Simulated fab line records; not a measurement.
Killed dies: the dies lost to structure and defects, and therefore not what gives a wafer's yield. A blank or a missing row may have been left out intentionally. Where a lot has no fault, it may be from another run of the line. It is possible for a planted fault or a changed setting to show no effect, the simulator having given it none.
Split-lot trial + flow berkeley_cmos170 + 23 wafers read across 5 lots, on a route 331 steps long

## THE SPLIT ITSELF
At UCB170_V2_CVD_00 (deposits SiO2 from TEOS/O2, target thk 2000 nm, time 250 s), the setting time_s was moved away from the recipe's 250 s on 7 of the 23 wafers read, by -4.1% to +9.6%. For the rest of the wafers, this setting stayed at what the recipe calls for.

Between the split and the reading, the file records no step.

## THE READING
V2_TEOS_THK in nanometres, read at UCB170_V2_THK_MEAS_01. A value of 2004 nm with a standard deviation of 25 nm is what fault-free wafers of this fab line usually give.

| wafer  | tool, chamber at the split | time_s as run, s | against the recipe | V2_TEOS_THK, nm | against lot-mates on the recipe |
|--------|----------------------------|------------------|--------------------|-----------------|---------------------------------|
| L074.1 | pecvd-02, 2                | 250              | recipe             | 2009            | -                               |
| L074.2 | pecvd-02, 1                | 250              | recipe             | 1983            | -                               |
| L074.3 | pecvd-02, 1                | 250              | recipe             | 1998            | -                               |
| L076.1 | pecvd-04, 1,0,2            | 250              | recipe             | 1995            | -                               |
| L076.2 | pecvd-04, 2                | 250              | recipe             | 1970            | -                               |
| L076.3 | pecvd-04, 1,0,2            | 250              | recipe             | 1967            | -                               |
| L076.4 | pecvd-04, 1                | 250              | recipe             | 1996            | -                               |
| L076.6 | pecvd-04, 1,0,2            | 250              | recipe             | 1989            | -                               |
| L077.1 | pecvd-04, 0                | 260.9            | +4.4%              | 2065            | +50                             |
| L077.3 | pecvd-04, 1                | 260.9            | +4.4%              | 2069            | +54                             |
| L077.4 | pecvd-04, 2                | 250              | recipe             | 2012            | -                               |
| L077.5 | pecvd-04, 1                | 250              | recipe             | 2011            | -                               |
| L077.6 | pecvd-04, 0                | 250              | recipe             | 2021            | -                               |
| L081.2 | pecvd-02, 2,0              | 250              | recipe             | 2022            | -                               |
| L081.3 | pecvd-02, 1                | 239.8            | -4.1%              | 1883            | -134                            |
| L081.4 | pecvd-02, 1                | 239.8            | -4.1%              | 1911            | -106                            |
| L081.5 | pecvd-02, 2,0              | 250              | recipe             | 2008            | -                               |
| L081.6 | pecvd-02, 2                | 250              | recipe             | 2022            | -                               |
| L082.2 | pecvd-04, 1                | 274.1            | +9.6%              | 2164            | +198                            |
| L082.3 | pecvd-04, 0                | 250              | recipe             | 1960            | -                               |
| L082.4 | pecvd-04, 2                | 274.1            | +9.6%              | 2192            | +226                            |
| L082.5 | pecvd-04, 0                | 274.1            | +9.6%              | 2190            | +224                            |
| L082.6 | pecvd-04, 1                | 250              | recipe             | 1971            | -                               |
Where a row lists several chambers, the file gives one row for several wafers and doesn't say which wafer went through which chamber.

THE FIT
A straight line over all 23 wafers: V2_TEOS_THK changes by +19.7 nm for each +1% of time_s; r = +0.97; the points scatter about the line by 20 nm.
The same after taking each lot's own level away (the mean of its wafers on the recipe; 23 wafers): +22.5 nm for each +1%; r = +0.98; scatter 18 nm.
On that fit, the largest move of time_s shifts the reading by 2.2e+02 nm.
From 1965.5 to 2017.3 nm: that is the span of the lots' own levels, equal to 2.1 times the standard deviation above.
In other words, the slope is changed by the lot-to-lot level; the two fits disagree.
Check: +215 nm against its lot-mates is what the line predicts for one of the wafers moved furthest among these (+9.6%) when that wafer is left out of the fit. It came out at +198 nm against them.

## THESE WAFERS: OTHER SPLITS
Other splits were also applied to these wafers ahead of the reading. Each is held against what the fit with the lots' levels taken away leaves over:
| other split on the same wafers      | wafers away from the commonest value | r with V2_TEOS_THK (lot level and that fit taken away) |
|-------------------------------------|--------------------------------------|--------------------------------------------------------|
| UCB170_PLDD_EXPOSE_03 dose_mj       | 4                                    | +0.09                                                  |
| UCB170_PSD_IMPLANT_08 dose_cm2      | 9                                    | -0.11                                                  |
| UCB170_NSD_IMPLANT_08 dose_cm2      | 5                                    | +0.00                                                  |
| UCB170_BACKSIDE_SOFTBAKE_02 time_s  | 8                                    | -0.13                                                  |
| UCB170_CONTACT_CVD_01 temp_c        | 10                                   | +0.35                                                  |
| UCB170_V1_CMP_02 leave_above_ref_nm | 10                                   | -0.29                                                  |
| UCB170_M2_EXPOSE_12 dose_mj         | 7                                    | +0.05                                                  |

## THE WHOLE CHAIN: every reading that the file lists as answering this split, in the file's order
| step                  | what it does                                               | reading                                                                   | change (the file's fit)              | r (the file's) |
|-----------------------|------------------------------------------------------------|---------------------------------------------------------------------------|--------------------------------------|----------------|
| UCB170_V2_CVD_00      | deposits SiO2 from TEOS/O2, target thk 2000 nm, time 250 s | SiO2_of_V2_CVD_00.thk_nm (the simulator's own value, which no gauge read) | +21.7 nm for each +1% of the setting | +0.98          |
| UCB170_V2_THK_MEAS_01 |                                                            | V2_TEOS_THK                                                               | +21.8 for each +1% of the setting    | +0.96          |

## THE FILE'S OWN FIT
V2_TEOS_THK changes by +21.8 nm for each +1% of time_s, r = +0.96.
